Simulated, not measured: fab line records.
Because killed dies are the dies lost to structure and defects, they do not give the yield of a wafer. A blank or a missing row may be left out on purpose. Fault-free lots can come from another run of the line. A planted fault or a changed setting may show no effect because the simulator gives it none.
One fault seen from 2 desks / flow berkeley cmos170 / each desk holds nothing but its own numbers, with what lay behind them at the end

AT THE METROLOGY DESK
Means of the sampled wafers that have a number, per lot and without regard to the tool the lot ran on: this is what the gauges read. Any lot whose mean is over 4 standard deviations away from the usual mean is out of limits and marked OUT; that distance is given in the brackets.
Columns: A = PFIELD_TW at UCB170_PFIELD_TW_MEAS_09, usual 603.3; B = CONTACT_PSG_THK at UCB170_CONTACT_THK_MEAS_02, usual 704 nm; C = CONTACT_OVL at UCB170_CONTACT_OVL_MEAS_16, usual 1 nm
lot=L864; first seen here=day 5 00:25; A=602.6; B=704; C=4
lot=L865; first seen here=day 5 16:34; A=603.1; B=697; C=5
lot=L871; first seen here=day 6 12:35; A=603.4; B=701; C=6
lot=L868; first seen here=day 6 12:52; A=604.8; B=701; C=-6
lot=L867; first seen here=day 6 12:57; A=698.7 (+38) OUT; B=699; C=-0
lot=L869; first seen here=day 6 13:08; A=604.6; B=706; C=4
lot=L876; first seen here=day 7 07:47; A=600.9; B=710; C=0
lot=L875; first seen here=day 7 08:48; A=695.1 (+37) OUT; B=707; C=-2
lot=L879; first seen here=day 7 19:17; A=604.4; B=703; C=7
lot=L882; first seen here=day 8 20:14; A=603.3; B=696; C=4
lot=L881; first seen here=day 8 20:56; A=604.8; B=714; C=-5
lot=L885; first seen here=day 9 09:10; A=604.3; B=721; C=12
lot=L886; first seen here=day 9 19:04; A=606.3; B=705; C=4
lot=L887; first seen here=day 9 19:16; A=603.5; B=700; C=-2
This desk's result: L867, L875 out of limits, first on L867 (PFIELD_TW at UCB170_PFIELD_TW_MEAS_09), day 6 12:57. Within limits: L864, L865, L871, L868, L869, L876, L879, L882, L881, L885, L886, L887.

DESK OF THE TOOL OWNER: implanter-01
For each lot that ran on this tool, the mean over its sampled wafers that have a number, from the tool's own readings at UCB170_PFIELD_IMPLANT_07. Any lot whose mean is over 4 standard deviations away from the usual mean is out of limits and marked OUT; that distance is given in the brackets.
Columns: A = dose ions cm2 at UCB170_PFIELD_IMPLANT_07, usual 1.9999e+13; B = faraday current uA at UCB170_PFIELD_IMPLANT_07, usual 63.4
lot=L864; first seen here=day 5 00:11; A=1.9982e+13; B=63.1
lot=L865; first seen here=day 5 16:20; A=2.0002e+13; B=63.4
lot=L871; first seen here=day 6 12:21; A=2.0006e+13; B=63.3
lot=L867; first seen here=day 6 12:38; A=3.1967e+13 (+99 or more) OUT; B=102.8 (+28) OUT
lot=L875; first seen here=day 7 08:34; A=3.1998e+13 (+99 or more) OUT; B=99.9 (+26) OUT
lot=L886; first seen here=day 9 18:50; A=1.9993e+13; B=64.6
This desk's finding: out of limits on L867, L875; first on L867, day 6 12:38 (dose ions cm2 at UCB170_PFIELD_IMPLANT_07). Within limits: L864, L865, L871, L886.

ALL TOGETHER
At day 6 12:38, on L867, L875, the tool owner's desk was in a position to raise an alarm.
An alarm was possible from the metrology desk at day 6 12:57, on L867, L875.
All the named lots went through UCB170_PFIELD_IMPLANT_07 on implanter-01.

WHAT HAD BEEN PUT IN BY THE SIMULATOR
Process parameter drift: implanter-01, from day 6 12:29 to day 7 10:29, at UCB170_PFIELD_IMPLANT_07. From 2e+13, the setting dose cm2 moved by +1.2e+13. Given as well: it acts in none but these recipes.
Struck lots among those shown: L867, L875.
Time in hours from fault onset to the first out-of-limits reading at each desk: tool owner's desk 0, metrology desk 0.
